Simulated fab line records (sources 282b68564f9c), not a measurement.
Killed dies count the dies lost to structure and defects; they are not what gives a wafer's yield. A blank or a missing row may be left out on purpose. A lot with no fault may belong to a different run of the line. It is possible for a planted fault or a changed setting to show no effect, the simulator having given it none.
Problem report, 8D (eight disciplines) form, completed by code + flow ritCmos + the parts of the form that need people (team, actions taken, sign-off) are left out

== 1. PROBLEM STATEMENT ==
Across 6 wafers from 2 lots, NSD_TW at RIT_NSD_TW_MEAS_10 averages 2540, while fault-free wafers read 3137 with a standard deviation of 40. That puts it -15 standard deviations away from the usual mean.
Earliest sighting: wafer L338.1 on filmMetro-02 at day 7 03:27. Wafers with a number at this step in the record: 42, from 14 lots. By rule, "out" or "out of limits" means more than 4 standard deviations away from the usual mean. The other wafers with a number count as sound.

== 2. WHAT IT IS AND WHAT IT IS NOT ==
| question                    | is                         | is not                                                                 |
|-----------------------------|----------------------------|------------------------------------------------------------------------|
| which readings at this step | NSD_TW                     | -                                                                      |
| which lots                  | L338, L339                 | L319, L320, L322, L323, L324, L325, L327, L328, L329, L330, L331, L332 |
| which wafers of those lots  | all that have a number     | -                                                                      |
| read on which gauges        | filmMetro-01, filmMetro-02 | filmMetro-03                                                           |
| when                        | from day 7 03:27           | up to then (36 sound wafers)                                           |

== 3. WHAT RULES OUT EACH SUSPECT ==
Counting: any tool at a process step up to the reading is kept as a suspect provided that every lot that is out went through it and no sound lot did after the first of them.
- ruled out: the gauge at RIT_NSD_TW_MEAS_10. Those wafers that are out were read across 2 gauges (filmMetro-01, filmMetro-02).
- implanter-04 at RIT_NSD_IMPLANT_08: kept. Every lot that is out went through it, starting with L338 (day 7 03:07), and after that it ran no sound lot; the last sound lot it ran before then is L331 (day 5 12:39). Out on those wafers are its own readings of doseIonsCm2, faradayCurrentUA.
Left after counting: implanter-04 at RIT_NSD_IMPLANT_08.

== 4. THE CAUSE (what the simulator had put in) ==
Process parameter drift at RIT_NSD_IMPLANT_08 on implanter-04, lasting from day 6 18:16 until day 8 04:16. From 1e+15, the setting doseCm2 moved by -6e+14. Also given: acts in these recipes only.
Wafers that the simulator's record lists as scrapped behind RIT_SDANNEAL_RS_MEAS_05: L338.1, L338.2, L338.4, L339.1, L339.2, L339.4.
The count eliminated every tool but this one.

== 5. THE EFFECT CHAIN, in route order ==
Rows list readings where the struck wafers' mean (over those with a number) sits beyond 3 standard deviations from the usual. Readings are gone through only where the record gives a usual standard deviation; hours: the median, over the lots, of the time from a lot's start at the first step in this table giving one to that lot's start at this step; sigmas: the change measured in usual standard deviations.
| hours | step                    | reading                | usual        | on struck wafers | change     | sigmas      |
|-------|-------------------------|------------------------|--------------|------------------|------------|-------------|
| 0     | RIT_NSD_IMPLANT_08      | doseIonsCm2            | 9.999e+14    | 3.998e+14        | -6.001e+14 | -99 or more |
| 0     | RIT_NSD_IMPLANT_08      | endStationPressureTorr | 7.5e-06 Torr | 5.9e-06          | -1.6e-06   | -4.1        |
| 0     | RIT_NSD_IMPLANT_08      | faradayCurrentUA       | 3136         | 1254             | -1882      | -28         |
| 0     | RIT_NSD_TW_MEAS_10      | NSD_TW                 | 3137         | 2540             | -596       | -15         |
| 8     | RIT_SDANNEAL_RS_MEAS_05 | NSD_RS                 | 84.54 ohm/sq | 175.44           | +90.89     | +99 or more |
Here are the process steps it includes:
- RIT_NSD_IMPLANT_08

== 6. WHAT WOULD HAVE CAUGHT IT SOONER ==
In this record the first reading out of limits at a measuring or inspecting step was taken at day 7 03:27, 9 hours after the fault began at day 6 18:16.
Tool's own readings at RIT_NSD_IMPLANT_08, doseIonsCm2, faradayCurrentUA: out on all struck wafers the step has rows for; an alarm limit on them would have tripped on the first.
Of the lots that are out (2), L339 began RIT_NSD_IMPLANT_08 on implanter-04 after day 7 03:27. A tool hold placed at that time would have kept it from harm.
